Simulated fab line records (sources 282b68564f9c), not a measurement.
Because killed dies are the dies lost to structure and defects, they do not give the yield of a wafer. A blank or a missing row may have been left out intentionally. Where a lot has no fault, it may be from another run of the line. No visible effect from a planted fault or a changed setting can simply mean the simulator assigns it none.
Comparing a struck lot with a sound one | flow ritCmos | 17 out of 202 route steps
Sound: the wafers L930.4, L930.5, L930.6. The struck wafers were L915.1, L915.5, L915.6. Last of all comes the cause.
Order at every step that has rows: each side's tool, ch and its chambers, its first start. Under that, the readings that differ: sound wafers | struck wafers | difference of the means | sigmas: that difference in standard deviations of wafers without a fault.
alike: readings with means less than 2 such deviations apart, plus words and numbers identical on both sides. not compared: withheld readings, readings lacking a value on some wafer, bounds such as >300 that could conceal the same value, and numbers that have no deviation in the record and whose values overlap.
Wherever a step has rows on one side only, a row that says differs or no value, or a row with sigmas, the two part there. When numbers do not overlap yet have no deviation, they are printed without sigmas and do not part them. A reading missing from all wafers of one side parts the sides only when that side holds two or more wafers.

first, 1 step without rows for these wafers: RIT_PRETRO_DEVELOP_05 (develop time 68 s).
RIT_PRETRO_OVL_MEAS_06:
  struck on overlay-01, day 3 17:13; sound on overlay-02, day 6 18:35
  alike: PRETRO_OVL
then, 2 steps without rows for these wafers: RIT_PRETRO_HARDBAKE_07 (time 120 s); RIT_PRETRO_IMPLANT_08.
RIT_PRETRO_STRIP_09: strips in O2, time 180 s.
  sound on plasmaAsher-03 ch 0,1, day 6 19:04; struck on plasmaAsher-01 ch 0,1, day 3 17:39
  alike: drypumpMotorCurrentA
  not compared: rfHoursCounterH
RIT_PRETRO_TW_MEAS_10:
  struck on filmMetro-01, day 3 17:50; sound on filmMetro-01, day 6 19:13
  alike: PRETRO_TW
then, 5 steps without rows for these wafers: RIT_GATE_WET_ETCH_00 (etches SiO2 in BOE, target depth 56 nm, time 60 s); RIT_GATE_CLEAN_01 (cleans in SC1, time 600 s); RIT_GATE_CLEAN_02 (cleans in dHF, time 30 s); RIT_GATE_CLEAN_03 (cleans in SC2, time 600 s); RIT_GATE_CLEAN_04 (cleans in dHF, time 60 s).
RIT_FOX2_THK_MEAS_91:
  struck on filmMetro-03, day 3 18:19; sound on filmMetro-03, day 6 19:44
  alike: FIELD_OXIDE_LEFT_2_THK
RIT_GATE_OXIDATION_05: target thk 3 nm, ox time 270 s.
  sound on furnace-01 ch 0, day 6 21:58; struck on furnace-01 ch 0, day 3 20:06
reading                                    | sound               | struck               | difference | sigmas
spikeTcCentreC (C)                         | 901.7 902.6 902.5   | 916.6 916.6 917.4    | +14.6      | +13
spikeTcLoadC (C)                           | 922 922 922         | 936 938 937          | +15        | +4
spikeTcSourceC (C)                         | 922.8 922.1 922.3   | 937.4 939.0 937.8    | +15.7      | +11
tubeCenterTempC (C)                        | 900.2 899.99 900.04 | 914.98 915.13 914.89 | +14.92     | +99 or more
tube_center_temp_C_max                     | 903.7 902.6 902.2   | 917.0 917.3 917.5    | +14.4      | +35
model.SiO2_of_GATE_OXIDATION_05.thkNm (nm) | 3.095 3.111 3.161   | 3.697 3.658 3.625    | +0.538     | 
then, 1 step without rows for these wafers: RIT_GATE_ANNEAL_06 (time 600 s).
RIT_GATE_THK_MEAS_07:
  struck on filmMetro-01, day 3 21:26; sound on filmMetro-03, day 7 02:58
reading             | sound          | struck         | difference | sigmas
GATE_OXIDE_THK (nm) | 3.03 3.11 3.14 | 3.70 3.67 3.63 | +0.57      | +9
then, 1 step without rows for these wafers: RIT_GATE_CVD_08 (deposits poly-Si from SiH4, target thk 250 nm, time 2220 s).
RIT_M1_PROBE_99:
  struck on prober-01, day 4 21:49; sound on prober-01, day 8 03:17
reading                          | sound             | struck            | difference | sigmas
model.etest.pmos_0p3.rOnOhmUm    | 6378 6443 6517    | 7353 7181 7198    | +798       | 
model.etest.pmosTurned.rOnOhmUm  | 3413 3483 3472    | 3690 3604 3634    | +187       | 
model.etest.pmos_0p15.rOnOhmUm   | 2796 2824 2811    | 2969 2916 2925    | +126       | 
model.etest.nmos_0p3.rOnOhmUm    | 2171 2202 2211    | 2444 2422 2383    | +222       | 
model.etest.nmos_0p15.rOnOhmUm   | 1134 1160 1131    | 1172 1165 1170    | +27        | 
model.etest.nmos_0p15.driveUaUm  | 461.4 466.7 459.8 | 404.9 420.6 415.8 | -48.9      | 
model.etest.nmosNarrow.driveUaUm | 226.7 222.9 217   | 171.4 176.6 177.2 | -47.1      | 
model.etest.nmos_0p3.driveUaUm   | 221.7 219.3 213.4 | 173 179.8 179.1   | -41        | 
  alike: killedAtFrontEnd, killedDies, killedOpen, killedShort

## WHERE THEY PART
Earliest at RIT_GATE_OXIDATION_05; latest, in this record, at RIT_GATE_THK_MEAS_07. Later steps at which nothing parts them and some readings are alike: RIT_M1_PROBE_99.

WHY: what the simulator had put in
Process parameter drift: furnace-01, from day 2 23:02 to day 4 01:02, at RIT_GATE_OXIDATION_05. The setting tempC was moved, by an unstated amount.
